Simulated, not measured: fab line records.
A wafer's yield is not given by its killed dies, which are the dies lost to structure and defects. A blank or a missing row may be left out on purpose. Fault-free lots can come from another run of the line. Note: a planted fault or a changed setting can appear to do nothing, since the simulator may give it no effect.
Which tool is to blame? || flow berkeley cmos170 || route of 331 steps, sampled at 1 step: 7 lots, 21 wafers

== WHAT EACH GAUGE READ, for each wafer ==
UCB170_FIELD_THK_MEAS_91.
{"lot": "L209", "measured": "day 7 01:34", "on": "film metro-03", "FIELD_OXIDE_LEFT_2_THK (nm)": "336 345 336"}
{"lot": "L210", "measured": "day 7 20:15", "on": "film metro-04", "FIELD_OXIDE_LEFT_2_THK (nm)": "355 347 360"}
{"lot": "L216", "measured": "day 9 05:19", "on": "film metro-04", "FIELD_OXIDE_LEFT_2_THK (nm)": "347 342 341"}
{"lot": "L220", "measured": "day 10 01:43", "on": "film metro-03", "FIELD_OXIDE_LEFT_2_THK (nm)": "355 350 360"}
{"lot": "L223", "measured": "day 10 22:58", "on": "film metro-03", "FIELD_OXIDE_LEFT_2_THK (nm)": "379 372 371"}
{"lot": "L224", "measured": "day 10 23:47", "on": "film metro-04", "FIELD_OXIDE_LEFT_2_THK (nm)": "364 355 363"}
{"lot": "L228", "measured": "day 11 03:04", "on": "film metro-01", "FIELD_OXIDE_LEFT_2_THK (nm)": "349 347 341"}

== WHAT TOOL EACH LOT RAN ON (gives the tool, then ch and the chambers of the sampled wafers, and finally the start) ==
Record: no process step prior to these readings.

== THE ANSWER, worked out from the rows above alone ==
Rule: the lots themselves supply what counts as usual. Put in order of their means at a reading, lots are off if they are a third of the lots or fewer, leave a main group of 4 or more, and stand apart from it by a gap of 3 or more times the standard deviation of the main group's means; of several such gaps the widest counts. If all means in a main group match to the digits the tables above print for the reading, that group is not used. Also off: a lot with no number at a reading for which 4 or more lots have one. Any other lot the step has rows for is counted as sound.
Across all readings shown, no lot is off: no conclusion can be drawn from this.

== WHAT THE SIMULATOR PUT IN ==
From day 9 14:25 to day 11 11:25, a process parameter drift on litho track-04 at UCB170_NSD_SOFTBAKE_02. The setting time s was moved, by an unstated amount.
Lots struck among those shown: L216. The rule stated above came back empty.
